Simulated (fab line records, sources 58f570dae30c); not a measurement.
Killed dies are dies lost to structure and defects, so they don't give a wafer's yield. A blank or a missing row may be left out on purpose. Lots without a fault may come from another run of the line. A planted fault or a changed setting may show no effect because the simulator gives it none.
fab line records | flow berkeley_cmos170
record lots=5 wafers=15 last_day=12
route steps=331 shown M2@282 V2@292
lots that met no fault: from a run of the same line without faults
start_h: hours from the record's first day to the start of the lot's first wafer shown | wait_h: hours since the lot's step before | " the same as in the row above | L1.1+2: a row that stands for several wafers | - no value, or no start given | * or withheld: withheld | < > ~ a bound
route shown NAME@n: a module of which the file shows steps, and the number in the route of the first | usual: mean/standard deviation of fault-free wafers | same: alike in all rows | chamber/n: place in a boat | sites: the reading at each site | _std_site: their standard deviation | _edge_site: outer sites' mean less inner sites' | radius_mm: how far each site lies from the wafer's centre | mask NAME#n: copy n | behind: the tool/chamber that last shaped the wafer | hold: why the lot was held/for how many hours/how that ended | device: the transistor (n, p or np) that didn't switch | end of line: the same wafers' tests at the end of the route | a step without rows: its recipe alone | killed: dies lost to structure and defects at the first sort, not the wafer's yield | map: a wafer's dies, x killed, . not, _ none there
set.NAME: the setting as run; set.NAME@STEP: as run at that earlier step | model.NAME: the simulator's own value behind a step, which no gauge read
lots at some steps of the route; a table a step, a row a wafer
services: from which hour (start_h, from the record's first day; less than 0 if before it) a tool's chamber was out of use, for how many hours, and why
## steps
# step UCB170_M2_SOFTBAKE_11
# recipe resist=KrF temp_c=130 time_s=60
# step UCB170_M2_EXPOSE_12
# recipe mask_id=METAL2 target_cd_nm=700 na=0.5 sigma_outer=0.6 source_shape=conventional dose_mj=26
# step UCB170_M2_PEB_13
# recipe peb_temp_c=130 peb_time_s=withheld resist=KrF
# step UCB170_M2_DEVELOP_14
# recipe developer=TMAH develop_time_s=45 resist=KrF dev_temp_c=21
# step UCB170_M2_CD_MEAS_15
# recipe target_cd_nm=700
# usual cd_nm=700.1/1.3
# columns lot.wafer tool chamber start_h wait_h cd_nm
L696.2 cd_sem-01 - 208.93 - 700.0
L696.3 " - " " 700.1
L696.6 " - " " 700.4
L704.4 cd_sem-02 - 242.66 - 699.0
L704.5 " - " " 700.4
L704.6 " - " " 699.2
L707.4 cd_sem-02 - 258.93 - 700.6
L707.5 " - " " 700.8
L707.6 " - " " 701.7
L709.1 cd_sem-01 - 266.09 - 700.2
L709.2 " - " " 699.9
L709.4 " - " " 701.7
L712.2 cd_sem-01 - 293.19 - 700.7
L712.4 " - " " 701.1
L712.5 " - " " 702.2
# step UCB170_M2_OVL_MEAS_16
# usual M2_OVL=-5/5.4
# columns lot.wafer tool chamber start_h wait_h M2_OVL[nm]
L696.2 overlay-01 - 209.04 0.1 -2
L696.3 " - " " 1
L696.6 " - " " -3
L704.4 overlay-01 - 242.73 0.1 -15
L704.5 " - " " -10
L704.6 " - " " -9
L707.4 overlay-01 - 259.01 0.1 -7
L707.5 " - " " -4
L707.6 " - " " -2
L709.1 overlay-02 - 266.21 0.1 -8
L709.2 " - " " -13
L709.4 " - " " -8
L712.2 overlay-01 - 293.30 0.1 -8
L712.4 " - " " -13
L712.5 " - " " -15
# step UCB170_M2_ETCH_17
# recipe chemistry=N2/H2 target_depth_a=withheld overetch_a=withheld target=BARC time_s=withheld source_w=500 bias_w=100 pressure_mtorr=30 n2_flow_sccm=100 h2_flow_sccm=200
# usual drypump_motor_current_A=5.5/0.54 n2_flow_sccm=100.0/0.32 oes_product_au=0.991/0.02 throttle_valve_pct=13.16/0.13
# columns lot.wafer tool chamber start_h wait_h drypump_motor_current_A n2_flow_sccm oes_product_au throttle_valve_pct
L696.2 rie_diel-02 1 209.07 0.0 5.1 100.5 1.015 13.13
L696.3 " 0 " " 4.7 100.0 0.990 13.13
L696.6 " 3 " " 6.3 99.7 0.978 13.12
L704.4 rie_diel-04 3 242.75 0.0 5.5 100.1 0.987 13.15
L704.5 " 2 " " 5.8 99.8 0.983 13.54
L704.6 " 1 " " 6.3 99.2 0.988 13.23
L707.4 rie_diel-02 2 259.03 0.0 5.2 100.1 0.960 13.04
L707.5 " 3 " " 6.2 100.0 0.981 13.10
L707.6 " 2 " " 5.2 100.0 0.963 13.05
L709.1 rie_diel-02 3 266.25 0.0 6.3 100.4 0.998 13.11
L709.2 " 0 " " 4.7 99.7 0.989 13.13
L709.4 " 2 " " 5.2 99.9 0.966 13.04
L712.2 rie_diel-02 1 293.33 0.0 5.1 100.0 1.023 13.14
L712.4 " 2 " " 5.2 100.8 0.959 13.06
L712.5 " 0 " " 4.8 100.4 0.988 13.14
# step UCB170_M2_METAL_ETCH_18
# recipe chemistry=Cl2/BCl3 target=Al stop_on=SiO2 pressure_mtorr=12 target_depth_a=11700 over_etch_frac=0.3 time_s=195 icp_w=600 bias_w=120 Cl2_flow_sccm=90 bcl3_flow_sccm=45
# usual drypump_motor_current_A=5.5/0.35 oes_product_au=0.849/0.014 throttle_valve_pct=24.52/0.11
# columns lot.wafer tool chamber start_h wait_h drypump_motor_current_A oes_product_au rf_hours_counter_h throttle_valve_pct
L696.2 rie_metal-01 0 209.11 - 6.0 0.823 13 24.51
L696.3 " 0 " " 6.0 0.828 - 24.54
L696.6 " 1 " " 5.5 0.859 - 24.62
L704.4 rie_metal-01 0 242.86 - 6.0 0.833 - 24.53
L704.5 " 1 " " 5.5 0.853 - 24.61
L704.6 " 0 " " 6.0 0.819 - 24.52
L707.4 rie_metal-01 1 259.13 - 5.5 0.859 - 24.59
L707.5 " 0 " " 6.0 0.827 - 24.52
L707.6 " 1 " " 5.5 0.856 - 24.60
L709.1 rie_metal-01 0 266.29 - 6.0 0.823 15 24.52
L709.2 " 1 " " 5.5 0.859 4 24.61
L709.4 " 1 " " 5.5 0.866 - 24.63
L712.2 rie_metal-03 0 293.37 - 5.0 0.853 11 24.36
L712.4 " 0 " " 5.0 0.866 - 24.34
L712.5 " 1 " " 5.3 0.847 - 24.59
# step UCB170_M2_STRIP_19
# recipe chemistry=O2 power_w=400 pressure_mtorr=3500 platen_temp_c=withheld o2_flow_sccm=400 overash_fraction=0.5
# usual drypump_motor_current_A=5.9/0.43 oes_product_au=0.535/0.017
# columns lot.wafer tool chamber start_h wait_h drypump_motor_current_A oes_product_au rf_hours_counter_h
L696.2 plasma_asher-04 0 209.30 0.1 5.3 0.549 53
L696.3 " 0 " " 5.3 0.557 -
L696.6 " 1 " " 6.4 0.529 -
L704.4 plasma_asher-04 1 243.02 0.1 6.4 0.555 -
L704.5 " 0 " " 5.3 0.532 -
L704.6 " 1 " " 6.4 0.552 -
L707.4 plasma_asher-02 1 259.29 0.1 5.4 0.510 -
L707.5 " 0 " " 5.8 0.542 -
L707.6 " 1 " " 5.4 0.515 -
L709.1 plasma_asher-04 0 266.48 0.1 5.3 0.547 60
L709.2 " 1 " " 6.5 0.512 60
L709.4 " 0 " " 5.3 0.524 -
L712.2 plasma_asher-04 1 293.56 0.1 6.5 0.539 63
L712.4 " 0 " " 5.3 0.540 -
L712.5 " 0 " " 5.3 0.531 -
# step UCB170_M2_CD_MEAS_90
# recipe target_cd_nm=700
# usual cd_nm=699/3.1
# columns lot.wafer tool chamber start_h wait_h cd_nm
L696.2 cd_sem-02 - 209.47 0.1 698
L696.3 " - " " 701
L696.6 " - " " 697
L704.4 cd_sem-02 - 243.14 0.1 696
L704.5 " - " " 697
L704.6 " - " " 699
L707.4 cd_sem-01 - 259.42 0.1 699
L707.5 " - " " 701
L707.6 " - " " 701
L709.1 cd_sem-02 - 266.58 0.1 700
L709.2 " - " " 698
L709.4 " - " " 700
L712.2 cd_sem-02 - 293.68 0.1 702
L712.4 " - " " 701
L712.5 " - " " 699
# step UCB170_V2_CVD_00
# recipe material=SiO2 target_thk_nm=2000 temp_c=390 precursor=TEOS/O2 time_s=250 rf_w=550 pressure_mtorr=9000
# usual heater_power_w=249/68 pressure_mtorr=8997/19 susceptor_temp_C=389.99/0.23
# columns lot.wafer tool chamber start_h wait_h heater_power_w pressure_mtorr susceptor_temp_C
L696.2 pecvd-03 0 209.57 0.1 314 9001 389.99
L696.3 " 2 " " 268 9003 389.87
L696.6 " 2 " " 178 8992 390.09
L704.4 pecvd-04 2 243.28 0.1 215 8976 389.95
L704.5 " 0 " " 442 8995 390.18
L704.6 " 1 " " 251 9000 389.80
L707.4 pecvd-02 0 259.56 0.1 196 9006 389.80
L707.5 " 1 " " 135 8958 390.36
L707.6 " 2 " " 192 8966 389.67
L709.1 pecvd-02 2 266.70 0.1 272 9013 389.90
L709.2 " 1 " " 153 9006 389.50
L709.4 " 0 " " 276 8988 390.40
L712.2 pecvd-02 0 293.78 0.1 255 8965 389.79
L712.4 " 1 " " 133 9017 390.19
L712.5 " 0 " " 199 8990 390.00
# step UCB170_V2_THK_MEAS_01
# recipe reads=SiO2_of_V2_CVD_00
# usual V2_TEOS_THK=2000/30
# columns lot.wafer tool chamber start_h wait_h V2_TEOS_THK[nm]
L696.2 film_metro-02 - 209.74 0.1 1942
L696.3 " - " " 1939
L696.6 " - " " 1985
L704.4 film_metro-04 - 243.39 0.0 2036
L704.5 " - " " 2017
L704.6 " - " " 2041
L707.4 film_metro-04 - 259.66 0.0 2007
L707.5 " - " " 2017
L707.6 " - " " 1985
L709.1 film_metro-04 - 266.86 0.1 1957
L709.2 " - " " 1974
L709.4 " - " " 2013
L712.2 film_metro-01 - 293.94 0.1 2017
L712.4 " - " " 2032
L712.5 " - " " 2034
# step UCB170_V2_CMP_02
# recipe material=SiO2 down_force_psi=6 platen_rpm=60 pad_velocity_m_s=0.75398
# usual edge_zone_pressure_frac=1.000/0.0051 motor_current_A=16.4/1.2
# columns lot.wafer tool chamber start_h wait_h edge_zone_pressure_frac motor_current_A model.SiO2_of_V2_CVD_00.thk_nm
L696.3 cmp-01 2 209.89 0.1 1.000 17.2 1331
L696.2 " 3 " " 1.008 16.7 1002
L696.6 " 1 " " 0.997 15.1 1002
L704.4 cmp-02 2 243.47 0.1 0.999 17.6 999.7
L704.5 " 1 " " 0.994 16.8 998.7
L704.6 " 2 " " 1.007 17.5 1001
L707.4 cmp-02 2 259.79 0.1 0.999 17.1 999
L707.5 " 0 " " 0.997 15.3 1001
L707.6 " 1 " " 1.001 17.2 999.3
L709.4 cmp-02 2 266.97 0.1 1.001 17.1 1001
L709.1 " 3 " " 1.000 16.5 1002
L709.2 " 0 " " 0.998 14.7 1000
L712.4 cmp-01 1 293.99 0.0 0.999 14.3 1000
L712.2 " 2 " " 1.009 18.1 1001
L712.5 " 1 " " 0.993 14.2 999.9
# step UCB170_V2_BOW_MEAS_03
# recipe mode=bow
# usual V2_BOW=36/7.7
# columns lot.wafer tool chamber start_h wait_h V2_BOW[um]
L696.2 film_metro-02 - 210.11 0.1 39
L696.3 " - " " 35
L696.6 " - " " 28
L704.4 film_metro-02 - 243.78 0.3 39
L704.5 " - " " 33
L704.6 " - " " 29
L707.4 film_metro-01 - 260.05 0.2 21
L707.5 " - " " 41
L707.6 " - " " 34
L709.1 film_metro-04 - 267.22 0.1 55
L709.2 " - " " 44
L709.4 " - " " 32
L712.2 film_metro-01 - 294.31 0.2 30
L712.4 " - " " 35
L712.5 " - " " 22
# step UCB170_V2_THK_MEAS_04
# recipe reads=SiO2_of_V2_CVD_00
# usual V2_POLISHED_THK=1000.2/1
# columns lot.wafer tool chamber start_h wait_h V2_POLISHED_THK[nm]
L696.2 film_metro-02 - 210.22 0.1 1002.4
L696.3 " - " " 1330.3
L696.6 " - " " 1002.0
L704.4 film_metro-02 - 243.87 0.1 999.2
L704.5 " - " " 999.7
L704.6 " - " " 1001.1
L707.4 film_metro-01 - 260.14 0.1 999.5
L707.5 " - " " 1001.2
L707.6 " - " " 999.1
L709.1 film_metro-04 - 267.34 0.1 1002.2
L709.2 " - " " 1000.1
L709.4 " - " " 1001.5
L712.2 film_metro-01 - 294.42 0.1 1000.5
L712.4 " - " " 1000.7
L712.5 " - " " 999.8
# step UCB170_V2_CLEAN_05
# recipe chemistry=DIW
# step UCB170_V2_HMDS_06
# recipe prime_time_s=60 prime_temp_c=100
# step UCB170_V2_COAT_07
# recipe resist=KrF spin_rpm=1500 resist_thk_nm=900
# step UCB170_V2_SOFTBAKE_08
# recipe resist=KrF temp_c=130 time_s=60
# step UCB170_V2_EXPOSE_09
# recipe mask_id=VIA2 target_cd_nm=700 na=0.5 sigma_outer=0.6 source_shape=conventional dose_mj=37
# step UCB170_V2_PEB_10
# recipe peb_temp_c=130 peb_time_s=withheld resist=KrF
# step UCB170_V2_DEVELOP_11
# recipe developer=TMAH develop_time_s=45 resist=KrF dev_temp_c=21
# step UCB170_V2_CD_MEAS_12
# recipe target_cd_nm=700
# usual cd_nm=699.5/1.3
# columns lot.wafer tool chamber start_h wait_h cd_nm
L696.2 cd_sem-01 - 211.54 - 698.1
L696.3 " - " " 698.2
L696.6 " - " " 699.9
L704.4 cd_sem-01 - 246.77 - 699.1
L704.5 " - " " 699.3
L704.6 " - " " 700.0
L707.4 cd_sem-01 - 262.13 - 699.5
L707.5 " - " " 698.9
L707.6 " - " " 698.6
L709.1 cd_sem-02 - 268.72 - 698.5
L709.2 " - " " 696.6
L709.4 " - " " 697.7
L712.2 cd_sem-01 - 296.21 - 699.3
L712.4 " - " " 698.5
L712.5 " - " " 698.9
# step UCB170_V2_OVL_MEAS_13
# usual V2_OVL=-1/5.2
# columns lot.wafer tool chamber start_h wait_h V2_OVL[nm]
L696.2 overlay-02 - 211.65 0.1 4
L696.3 " - " " 3
L696.6 " - " " 0
L704.4 overlay-01 - 246.85 0.1 -12
L704.5 " - " " -10
L704.6 " - " " -14
L707.4 overlay-02 - 262.21 0.1 10
L707.5 " - " " 10
L707.6 " - " " 5
L709.1 overlay-02 - 268.84 0.1 -1
L709.2 " - " " -2
L709.4 " - " " -1
L712.2 overlay-01 - 296.32 0.1 0
L712.4 " - " " 1
L712.5 " - " " -1
# step UCB170_V2_ETCH_14
# recipe chemistry=CHF3/CF4/Ar target=SiO2 stop_on=Al CHF3_flow_sccm=45 cf4_flow_sccm=15 Ar_flow_sccm=150 pressure_mtorr=200 rf_w=700 target_depth_a=12500 over_etch_frac=0.25 time_s=291
# usual drypump_motor_current_A=5.8/0.37 oes_product_au=0.872/0.011 throttle_valve_pct=6.88/0.099
# columns lot.wafer tool chamber start_h wait_h drypump_motor_current_A oes_product_au rf_hours_counter_h throttle_valve_pct model.etch.depth_nm model.V2.feature_depth_nm
L696.2 rie_diel-03 3 211.68 0.0 6.2 0.860 138 6.73 1002 1002
L696.3 " 0 " " 5.9 0.994 99 6.94 1253 1253
L696.6 " 3 " " 6.2 0.868 - 6.72 1002 1002
L704.4 rie_diel-03 3 246.87 0.0 6.2 0.864 140 6.73 999.7 999.7
L704.5 " 1 " " 5.2 0.874 - 6.91 998.7 998.8
L704.6 " 0 " " 5.9 0.873 - 6.92 1001 1001
L707.4 rie_diel-01 0 262.23 0.0 6.3 0.873 0 6.87 999 999
L707.5 " 1 " " 6.1 0.860 - 6.78 1001 1002
L707.6 " 2 " " 5.4 0.884 - 6.92 999.3 999.7
L709.1 rie_diel-01 3 268.87 0.0 6.2 0.876 8 6.81 1002 1002
L709.2 " 0 " " 6.3 0.880 1 6.88 1000 1000
L709.4 " 1 " " 6.1 0.869 6 6.77 1001 1002
L712.2 rie_diel-03 2 296.35 0.0 5.5 0.877 4 6.88 1001 1001
L712.4 " 3 " " 6.2 0.876 1 6.73 1000 1000
L712.5 " 1 " " 5.2 0.872 - 6.89 999.9 1000
# step UCB170_V2_STRIP_15
# recipe chemistry=O2 power_w=400 pressure_mtorr=3500 platen_temp_c=withheld o2_flow_sccm=400 overash_fraction=0.5
# usual drypump_motor_current_A=5.8/0.39 oes_product_au=0.722/0.0047 strip_time_to_endpoint_s=15.31/0.11
# columns lot.wafer tool chamber start_h wait_h drypump_motor_current_A oes_product_au rf_hours_counter_h strip_time_to_endpoint_s
L696.2 plasma_asher-04 1 211.86 0.1 6.5 0.728 53 15.36
L696.3 " 0 " " 5.3 0.720 - 15.29
L696.6 " 0 " " 5.3 0.724 - 15.36
L704.4 plasma_asher-02 1 247.08 0.1 5.4 0.712 - 15.40
L704.5 " 0 " " 5.8 0.722 - 15.24
L704.6 " 1 " " 5.5 0.708 - 15.32
L707.4 plasma_asher-03 0 262.44 0.1 6.3 0.718 - 15.53
L707.5 " 1 " " 5.5 0.720 - 15.13
L707.6 " 0 " " 6.3 0.714 - 15.29
L709.1 plasma_asher-04 1 269.05 0.1 6.4 0.725 60 15.16
L709.2 " 0 " " 5.3 0.721 60 15.46
L709.4 " 1 " " 6.4 0.715 - 15.19
L712.2 plasma_asher-02 1 296.53 0.1 5.5 0.722 50 15.38
L712.4 " 1 " " 5.5 0.720 - 15.38
L712.5 " 1 " " 5.4 0.733 - 15.12
## services
# columns tool chamber start_h hours kind
rie_diel-04 - 196.82 0.4 repair
rie_metal-01 0 201.78 4.2 repair
pecvd-04 2 203.67 8.1 repair
cmp-01 - 222.63 6.1 repair
plasma_asher-03 - 224.22 1.3 repair
cmp-02 - 232.00 4.0 pm
cmp-02 - 233.40 0.7 repair
plasma_asher-02 - 234.05 2.1 repair
rie_diel-04 - 237.42 1.3 repair
plasma_asher-03 - 237.70 1.5 repair
pecvd-03 - 242.50 14.0 pm
cmp-02 - 249.45 2.1 repair
cmp-01 - 250.75 1.6 repair
rie_metal-03 - 255.71 4.5 repair
cmp-01 - 258.95 8.6 pm
pecvd-03 2 262.95 22.1 repair
rie_diel-04 3 272.22 13.8 repair
cmp-01 - 272.51 6.1 pm
rie_diel-02 2 277.42 4.5 repair
pecvd-03 - 288.01 0.7 repair
pecvd-03 - 288.04 3.4 repair
cmp-02 - 289.82 9.1 pm
cmp-01 - 291.46 0.3 repair
plasma_asher-04 - 294.42 4.3 repair
## key
first_sign step=UCB170_V2_THK_MEAS_04 reading=V2_POLISHED_THK direction=up sigmas=99+ usual=1000.2 struck=1330.3
effect step=UCB170_V2_ETCH_14 reading=oes_product_au direction=up sigmas=11 usual=0.872 struck=0.994
model_effect step=UCB170_V2_CMP_02 value=SiO2_of_V2_CVD_00.thk_nm without=1002 struck=1331
model_effect step=UCB170_V2_ETCH_14 value=etch.depth_nm without=1002 struck=1253
met_at UCB170_V2_CMP_02
struck_wafers L696.3
later_rows_left_out L696.3
sort_left_out L696.3
fault kind=process_parameter_drift tool=cmp-01 chamber=2 onset_h=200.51 steps=UCB170_V2_CMP_02 channel=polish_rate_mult offset=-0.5 shape=step end_h=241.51
# sort_left_out: the simulated sort isn't trusted on such a fault, so these wafers' sort isn't shown, and their yield isn't known
# later_rows_left_out: the simulator's readings of these wafers behind a module that went badly wrong aren't trusted and aren't shown, but for the sort
